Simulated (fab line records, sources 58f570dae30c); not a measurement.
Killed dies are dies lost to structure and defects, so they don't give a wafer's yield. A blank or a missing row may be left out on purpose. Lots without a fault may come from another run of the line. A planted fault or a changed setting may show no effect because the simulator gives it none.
A struck lot beside a sound one | flow berkeley_cmos170 | 24 steps out of a route of 331
Sound: wafers L874.2, L874.3, L874.4. Struck: wafers L887.3, L887.4, L887.6. The cause comes at the end.
At each step with rows: each side's tool, then ch and its chambers, then its first start. Under that, the readings that differ: sound wafers | struck wafers | difference of the means | sigmas: that difference in standard deviations of wafers without a fault.
alike: readings whose means differ by less than 2 such deviations, and words and numbers that are the same on both sides. not compared: withheld readings, readings that some wafer has no value for, bounds like >300 that may hide the same value, and numbers for which the record gives no deviation and whose values overlap.
The two part at a step that has a row with sigmas, a row that says differs or no value, or rows on one side only. Numbers that don't overlap but have no deviation are shown without sigmas and don't part them. A reading that every wafer of one side lacks parts them only if that side has two wafers or more.

first, 2 steps without rows for these wafers: UCB170_GATE_SOFTBAKE_08 (time 60 s); UCB170_GATE_EXPOSE_09 (exposes mask POLY, target cd 350 nm).
UCB170_GATE_PEB_10:
  sound on litho_track-03 ch 0, day 8 06:35; struck on litho_track-02 ch 0, day 10 01:43
  alike: plate_sensor_t_centre_C, plate_sensor_t_edge_C
then, 1 step without rows for these wafers: UCB170_GATE_DEVELOP_11 (develop time 45 s).
UCB170_GATE_CD_MEAS_12: target cd 350 nm.
  sound on cd_sem-02, day 8 06:52; struck on cd_sem-01, day 10 01:59
  alike: cd_nm
UCB170_GATE_OVL_MEAS_13:
  sound on overlay-01, day 8 06:58; struck on overlay-01, day 10 02:04
  alike: GATE_OVL
UCB170_GATE_ETCH_14: etches BARC in N2/H2.
  sound on rie_diel-01 ch 1,2,3, day 8 07:00; struck on rie_diel-02 ch 1,3, day 10 02:05
  alike: drypump_motor_current_A, oes_product_au, throttle_valve_pct
UCB170_GATE_ETCH_15: etches poly-Si in HBr/Cl2, stops on SiO2, time 56.3 s, target depth 278.2 nm.
  sound on rie_si-01 ch 0,1,3, day 8 07:02; struck on rie_si-01 ch 1,2,3, day 10 02:08
  alike: drypump_motor_current_A, oes_product_au, throttle_valve_pct
  not compared: rf_hours_counter_h
UCB170_GATE_STRIP_16: strips in O2.
  sound on plasma_asher-04 ch 0,1, day 8 07:05; struck on plasma_asher-01 ch 0,1, day 10 02:13
  alike: drypump_motor_current_A, oes_product_au
  not compared: rf_hours_counter_h
UCB170_GATE_CD_MEAS_90: target cd 350 nm.
  sound on cd_sem-01, day 8 07:13; struck on cd_sem-02, day 10 02:22
  alike: cd_nm
then, 2 steps without rows for these wafers: UCB170_GATE_CLEAN_17 (cleans in SPM, time 600 s); UCB170_PLDD_HMDS_00 (prime time 60 s).
UCB170_PLDD_COAT_01: resist thk 900 nm.
  sound on litho_track-04 ch 0, day 8 07:41; struck on litho_track-04 ch 0, day 10 03:24
  reading                               | sound             | struck            | difference | sigmas
  model.KrF_of_PLDD_COAT_01.thk_nm (nm) | 900.6 903.3 904.3 | 829.9 832.2 827.1 | -73.0      |
then, 3 steps without rows for these wafers: UCB170_PLDD_SOFTBAKE_02 (time 60 s); UCB170_PLDD_EXPOSE_03 (exposes mask PSELECT, target cd 1200 nm); UCB170_PLDD_PEB_04.
UCB170_PLDD_DEVELOP_05: develop time 45 s.
  sound on litho_track-03 ch 0; struck on litho_track-01 ch 0
  reading                               | sound             | struck          | difference | sigmas
  model.KrF_of_PLDD_COAT_01.thk_nm (nm) | 886.4 889.1 890.1 | 815.7 818 812.9 | -73.0      |
UCB170_PLDD_CD_MEAS_06: target cd 1200 nm.
  sound on cd_sem-01, day 8 08:30; struck on cd_sem-02, day 10 04:43
  reading    | sound                | struck               | difference | sigmas
  cd_nm (nm) | 1198.4 1199.1 1198.9 | 1202.2 1201.5 1202.5 | +3.3       | +3
UCB170_PLDD_OVL_MEAS_07:
  sound on overlay-02, day 8 08:37; struck on overlay-02, day 10 04:49
  alike: PLDD_OVL
then, 2 steps without rows for these wafers: UCB170_PLDD_IMPLANT_08; UCB170_PLDD_IMPLANT_09.
UCB170_PLDD_STRIP_10: strips in O2.
  sound on plasma_asher-03 ch 0,1, day 8 08:56; struck on plasma_asher-01 ch 0,1, day 10 05:10
  reading                      | sound             | struck            | difference | sigmas
  strip_time_to_endpoint_s (s) | 21.66 21.70 21.74 | 19.94 20.01 19.89 | -1.75      | -30
  alike: drypump_motor_current_A, oes_product_au
  not compared: rf_hours_counter_h
UCB170_PLDD_TW_MEAS_11:
  sound on film_metro-03, day 8 09:03; struck on film_metro-02, day 10 05:15
  alike: PLDD_TW
UCB170_M3_PROBE_99:
  the record has rows for the sound wafers here (prober-01, day 10 03:10) and none for the struck ones

WHERE THEY PART
First at UCB170_PLDD_CD_MEAS_06; last, within this record, at UCB170_M3_PROBE_99.

WHY: what the simulator had put in
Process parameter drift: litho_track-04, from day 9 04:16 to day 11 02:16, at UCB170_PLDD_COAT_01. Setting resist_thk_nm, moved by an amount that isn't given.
